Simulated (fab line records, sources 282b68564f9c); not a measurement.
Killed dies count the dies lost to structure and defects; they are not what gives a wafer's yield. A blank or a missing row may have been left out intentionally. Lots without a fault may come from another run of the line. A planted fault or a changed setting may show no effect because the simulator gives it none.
Which tool did it? | flow rit cmos | 14 lots with 42 wafers sampled at 4 steps, on a route of 202 steps

## WHAT THE GAUGES READ, wafer by wafer
RIT_PWELL_OVL_MEAS_06. Usual: PWELL_OVL 0.1 nm, standard deviation 1.5.
lot  | measured    | on         | PWELL_OVL (nm) | flag
L252 | day 2 01:25 | overlay-01 | 1.4 -0.8 1.6   |
L253 | day 2 03:20 | overlay-01 | -0.6 1.0 0.6   |
L256 | day 2 17:53 | overlay-02 | -1.6 -2.4 -0.6 |
L257 | day 3 02:13 | overlay-02 | 0.0 2.0 -0.3   |
L258 | day 3 05:22 | overlay-01 | 0.0 -0.9 -2.1  |
L262 | day 4 00:17 | overlay-01 | 1.5 1.8 1.6    |
L263 | day 4 07:42 | overlay-01 | 1.3 0.2 1.1    |
L264 | day 4 10:57 | overlay-02 | 2.2 0.9 1.7    |
L266 | day 4 20:10 | overlay-02 | 2.1 0.4 2.7    |
L267 | day 5 02:27 | overlay-01 | 1.4 2.6 2.2    |
L270 | day 5 20:58 | overlay-01 | -2.6 -0.2 -1.6 |
L271 | day 5 21:19 | overlay-01 | 1.7 -0.7 -1.0  |
L273 | day 6 07:40 | overlay-02 | 2.0 -0.2 -3.2  |
L274 | day 6 12:17 | overlay-01 | 1.3 0.5 -1.0   |

RIT_PRETRO_OVL_MEAS_06. Usual: PRETRO_OVL 0.2 nm, standard deviation 1.3.
lot  | measured    | on         | PRETRO_OVL (nm) | flag
L252 | day 2 10:48 | overlay-02 | 0.2 0.6 0.5     |
L253 | day 2 12:08 | overlay-02 | -2.8 0.2 0.0    |
L256 | day 3 04:05 | overlay-01 | -0.5 1.2 0.9    |
L257 | day 3 11:07 | overlay-01 | 1.1 -1.0 0.3    |
L258 | day 3 13:55 | overlay-02 | -2.0 -3.0 -4.4  |
L262 | day 4 08:52 | overlay-02 | -1.2 -0.6 -2.9  |
L263 | day 4 16:08 | overlay-02 | -1.0 0.2 1.4    |
L264 | day 4 20:20 | overlay-01 | -1.8 -1.5 -0.3  |
L266 | day 5 04:43 | overlay-02 | 0.7 -1.8 -0.2   |
L267 | day 5 11:36 | overlay-02 | -0.2 1.8 -0.7   |
L270 | day 6 05:51 | overlay-01 | 2.4 1.4 2.1     |
L271 | day 6 06:10 | overlay-01 | 0.2 -1.4 1.9    |
L273 | day 6 16:28 | overlay-01 | -0.6 2.1 1.3    |
L274 | day 6 20:50 | overlay-02 | 1.7 1.0 1.2     |

RIT_GATE_CD_MEAS_16 targets a cd of 150 nm. Usual: cd nm reads 148.2 nm (standard deviation 2.2).
lot  | measured    | on        | cd nm (nm)        | flag
L252 | day 2 16:28 | cd sem-01 | 145.2 148.7 146.6 |
L253 | day 2 17:11 | cd sem-01 | 147.6 147.0 146.8 |
L256 | day 3 09:16 | cd sem-02 | 146.9 145.6 145.8 |
L257 | day 3 17:17 | cd sem-02 | 152.1 150.7 149.9 |
L258 | day 3 18:59 | cd sem-01 | 150.3 150.6 148.8 |
L262 | day 4 14:12 | cd sem-01 | 144.7 144.8 145.6 |
L263 | day 4 21:49 | cd sem-01 | 148.2 150.2 148.8 |
L264 | day 5 01:38 | cd sem-02 | 148.8 150.9 149.0 |
L266 | day 5 11:52 | cd sem-01 | 151.0 149.3 149.1 |
L267 | day 5 16:41 | cd sem-02 | 143.6 145.4 143.2 |
L270 | day 6 11:20 | cd sem-02 | 149.7 149.2 148.8 |
L271 | day 6 12:37 | cd sem-02 | 146.8 147.7 148.5 |
L273 | day 6 22:01 | cd sem-02 | 148.2 149.6 147.5 |
L274 | day 7 02:12 | cd sem-02 | 142.5 146.6 145.9 |

## TOOL THAT RAN EACH LOT (tool first, then ch and the chambers of the sampled wafers, then the start)
lot  | RIT_ACTIVE_SOFTBAKE_07
L252 | litho track-02 ch 0, day 1 15:20
L253 | litho track-04 ch 0, day 1 18:53
L256 | litho track-02 ch 0, day 2 09:56
L257 | litho track-02 ch 0, day 2 14:53
L258 | litho track-02 ch 0, day 2 19:53
L262 | litho track-04 ch 0, day 3 15:59
L263 | litho track-01 ch 0, day 3 20:56
L264 | litho track-02 ch 0, day 4 01:55
L266 | litho track-04 ch 0, day 4 11:56
L267 | litho track-01 ch 0, day 4 17:13
L270 | litho track-01 ch 0, day 5 11:10
L271 | litho track-04 ch 0, day 5 12:53
L273 | litho track-02 ch 0, day 5 22:53
L274 | litho track-01 ch 0, day 6 03:57
- RIT_ACTIVE_SOFTBAKE_07: time 58.26 s.

## WHAT THE TOOLS THEMSELVES READ (means of the sampled wafers that have a number; where no wafer has one, the mark that the record gives instead)
RIT_ACTIVE_SOFTBAKE_07. Usual: chill plate temp C 22.98 C, standard deviation 0.11; exhaust pa 45.0 Pa, standard deviation 0.84; heater power total W 34.86 W, standard deviation 0.055; plate temp C 89.98 C, standard deviation 0.11.
lot  | tool           | chill plate temp C (C) | exhaust pa (Pa) | heater power total W (W) | plate temp C (C) | flag
L252 | litho track-02 | 22.96                  | 45.4            | 34.85                    | 89.89            |
L253 | litho track-04 | 22.92                  | 45.0            | 34.86                    | 89.93            |
L256 | litho track-02 | 23.01                  | 44.6            | 34.87                    | 90.07            |
L257 | litho track-02 | 23.00                  | 45.0            | 34.87                    | 89.96            |
L258 | litho track-02 | 23.06                  | 45.1            | 34.81                    | 89.92            |
L262 | litho track-04 | 23.04                  | 45.8            | 34.87                    | 89.97            |
L263 | litho track-01 | 22.93                  | 44.5            | 34.88                    | 90.05            |
L264 | litho track-02 | 22.91                  | 43.2            | 34.87                    | 89.84            |
L266 | litho track-04 | 23.07                  | 46.0            | 37.27                    | 94.30            | OFF
L267 | litho track-01 | 22.93                  | 45.4            | 34.89                    | 89.95            |
L270 | litho track-01 | 22.95                  | 45.4            | 34.85                    | 90.10            |
L271 | litho track-04 | 23.16                  | 45.2            | 37.25                    | 94.41            | OFF
L273 | litho track-02 | 22.99                  | 44.1            | 34.84                    | 89.92            |
L274 | litho track-01 | 23.04                  | 44.4            | 34.84                    | 90.12            |

## THE ANSWER, worked out from the rows above alone
Rule: take the mean of a lot's wafers that have a number; if it is more than 3 standard deviations from the usual mean, the lot is off. A lot without any number at a reading at which 4 lots or more have one is off too. Where the step has rows for the other lots, those lots are counted as sound. The gauges are gone through in route order, then the tools' own readings, and for those a lot's mean is taken as printed above. The first step at which some lot is off is used, and at that step the reading that is off furthest; a lot without a number counts as furthest.
Off, at RIT_ACTIVE_SOFTBAKE_07 on heater power total W: L266, L271.
A tool fits if, at that step or a process step before it, it ran every lot that is off, and no sound lot after the first of them. One candidate fits, namely litho track-04 at RIT_ACTIVE_SOFTBAKE_07. Its last sound lot is L262 (day 3 15:59), its first lot that is off L266 (day 4 11:56): a fault that began between those two fits.
The tool's own readings at RIT_ACTIVE_SOFTBAKE_07 bear it out: on the lots that are off they differ by more than 5 times the standard deviation of the sound lots' means. heater power total W reads 37.26 W there against 34.86 W on the sound lots; plate temp C reads 94.35 C there against 89.98 C on the sound lots.

## WHAT HAD BEEN PUT IN BY THE SIMULATOR
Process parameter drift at RIT_ACTIVE_SOFTBAKE_07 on litho track-04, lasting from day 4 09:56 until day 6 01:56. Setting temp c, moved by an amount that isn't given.
Lots struck among those shown: L266, L271. The same result came from the rule above.
